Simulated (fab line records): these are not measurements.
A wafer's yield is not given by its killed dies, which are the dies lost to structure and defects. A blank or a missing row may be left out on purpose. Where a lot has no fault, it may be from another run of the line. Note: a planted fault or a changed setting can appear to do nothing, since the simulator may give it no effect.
A struck lot beside a sound one    flow rit cmos    44 out of 202 route steps
Sound: the wafers L183.2, L183.4, L183.6. Struck: wafers L186.1, L186.2, L186.3. At the end, the cause is stated.
At each step with rows: each side's tool, then ch and its chambers, then its first start. Under that, the readings that differ: sound wafers    struck wafers    difference of the means    sigmas: that difference in standard deviations of wafers without a fault.
alike: readings with means less than 2 such deviations apart, plus words and numbers identical on both sides. not compared: withheld readings, readings lacking a value on some wafer, bounds such as >300 that could conceal the same value, and numbers that have no deviation in the record and whose values overlap.
A row with sigmas, a row that says differs or no value, or rows on one side alone: a step with any of these is where the two part. Non-overlapping numbers with no deviation appear without sigmas and do not part them. Lack of a reading on every wafer of one side parts them only where that side has two or more wafers.

first, 2 steps without rows for these wafers: RIT_NLDD_HARDBAKE_07 (time 60 s); RIT_NLDD_IMPLANT_08.
RIT_NLDD_STRIP_09: strips in O2, time 180 s.
  sound on plasma asher-02 ch 0,1, day 4 00:28; struck on plasma asher-03 ch 0,1, day 4 17:14
  alike: drypump motor current A
  not compared: rf hours counter h
RIT_NLDD_TW_MEAS_10:
  sound: film metro-03 at day 4 00:40; struck: film metro-02 at day 4 17:25
  alike: NLDD_TW
then, 6 steps without rows for these wafers: RIT_PLDD_HMDS_00 (prime time 60 s); RIT_PLDD_COAT_01 (resist thk 1000 nm); RIT_PLDD_SOFTBAKE_02 (time 60 s); RIT_PLDD_EXPOSE_03 (exposes mask M8, target cd 40900 nm); RIT_PLDD_PEB_04; RIT_PLDD_DEVELOP_05 (develop time 50 s).
RIT_PLDD_OVL_MEAS_06:
  sound: overlay-02 at day 4 01:34; struck: overlay-01 at day 4 18:27
  alike: PLDD_OVL
then, 1 step without rows for these wafers: RIT_PLDD_HARDBAKE_07 (time 60 s).
RIT_PLDD_IMPLANT_08:
  sound on implanter-02 ch 0, day 4 01:46; struck on implanter-02 ch 0, day 4 18:57
RIT_PLDD_STRIP_09: strips in O2, time 180 s.
  sound on plasma asher-01 ch 1, day 4 01:54; struck on plasma asher-01 ch 0,1, day 4 19:06
  alike: drypump motor current A
  not compared: rf hours counter h
RIT_PLDD_TW_MEAS_10:
  sound: film metro-02 at day 4 02:05; struck: film metro-01 at day 4 19:17
reading  sound           struck          difference  sigmas
PLDD_TW  2373 2366 2362  2780 2778 2789  +415        +38
then, 4 steps without rows for these wafers: RIT_SPACER_CLEAN_00 (cleans in SC1, time 600 s); RIT_SPACER_CLEAN_01 (cleans in dHF, time 30 s); RIT_SPACER_CLEAN_02 (cleans in SC2, time 600 s); RIT_SPACER_CVD_03 (deposits Si3N4 from SiH2Cl2/NH3, target thk 250 nm, time 3300 s).
RIT_SPACER_THK_MEAS_04:
  sound: film metro-04 at day 4 04:28; struck: film metro-02 at day 4 21:38
  alike: SPACER_NITRIDE_THK
RIT_SPACER_ETCHBACK_05: etches Si3N4 in SF6/CHF3, stops on SiO2, target depth 250 nm, time 240 s.
  sound on rie diel-01 ch 0,2,3, day 4 04:31; struck on rie diel-04 ch 0,1,2, day 4 21:42
  alike: drypump motor current A, oes product au, throttle valve pct
  not compared: rf hours counter h
then, 6 steps without rows for these wafers: RIT_NSD_HMDS_00 (prime time 60 s); RIT_NSD_COAT_01 (resist thk 1000 nm); RIT_NSD_SOFTBAKE_02 (time 60 s); RIT_NSD_EXPOSE_03 (exposes mask M9, target cd 40700 nm); RIT_NSD_PEB_04; RIT_NSD_DEVELOP_05 (develop time 50 s).
RIT_NSD_OVL_MEAS_06:
  sound: overlay-02 at day 4 05:31; struck: overlay-01 at day 4 22:47
  alike: NSD_OVL
then, 2 steps without rows for these wafers: RIT_NSD_HARDBAKE_07 (time 60 s); RIT_NSD_IMPLANT_08.
RIT_NSD_STRIP_09: strips in O2, time 180 s.
  sound on plasma asher-02 ch 0,1, day 4 05:50; struck on plasma asher-04 ch 0,1, day 4 23:22
  alike: drypump motor current A
  not compared: rf hours counter h
RIT_NSD_TW_MEAS_10:
  sound: film metro-01 at day 4 06:02; struck: film metro-01 at day 4 23:32
  alike: NSD_TW
then, 6 steps without rows for these wafers: RIT_PSD_HMDS_00 (prime time 60 s); RIT_PSD_COAT_01 (resist thk 1000 nm); RIT_PSD_SOFTBAKE_02 (time 60 s); RIT_PSD_EXPOSE_03 (exposes mask M10, target cd 40900 nm); RIT_PSD_PEB_04; RIT_PSD_DEVELOP_05 (develop time 50 s).
RIT_PSD_OVL_MEAS_06:
  sound: overlay-01 at day 4 06:56; struck: overlay-01 at day 5 00:31
reading       sound           struck       difference  sigmas
PSD_OVL (nm)  -2.1 -1.7 -2.6  0.5 1.1 1.5  +3.2        +2
then, 2 steps without rows for these wafers: RIT_PSD_HARDBAKE_07 (time 60 s); RIT_PSD_IMPLANT_08.
RIT_PSD_STRIP_09: strips in O2, time 180 s.
  sound on plasma asher-04 ch 0,1, day 4 07:16; struck on plasma asher-01 ch 0,1, day 5 00:55
  alike: drypump motor current A
  not compared: rf hours counter h
RIT_SDANNEAL_RS_MEAS_06: the measuring method here is four-point-probe.
  sound: film metro-03 at day 4 08:11; struck: film metro-02 at day 5 01:57
reading           sound              struck             difference  sigmas
PLDD_RS (ohm/sq)  179.3 178.5 179.0  151.4 152.4 152.0  -27.0       -50
RIT_M1_PROBE_99:
  only the struck wafers here have rows in the record (prober-01, day 5 09:47); the sound ones have none

WHERE THEY PART
Earliest at RIT_PLDD_TW_MEAS_10; latest, in this record, at RIT_M1_PROBE_99.

WHY: whatever the simulator had introduced
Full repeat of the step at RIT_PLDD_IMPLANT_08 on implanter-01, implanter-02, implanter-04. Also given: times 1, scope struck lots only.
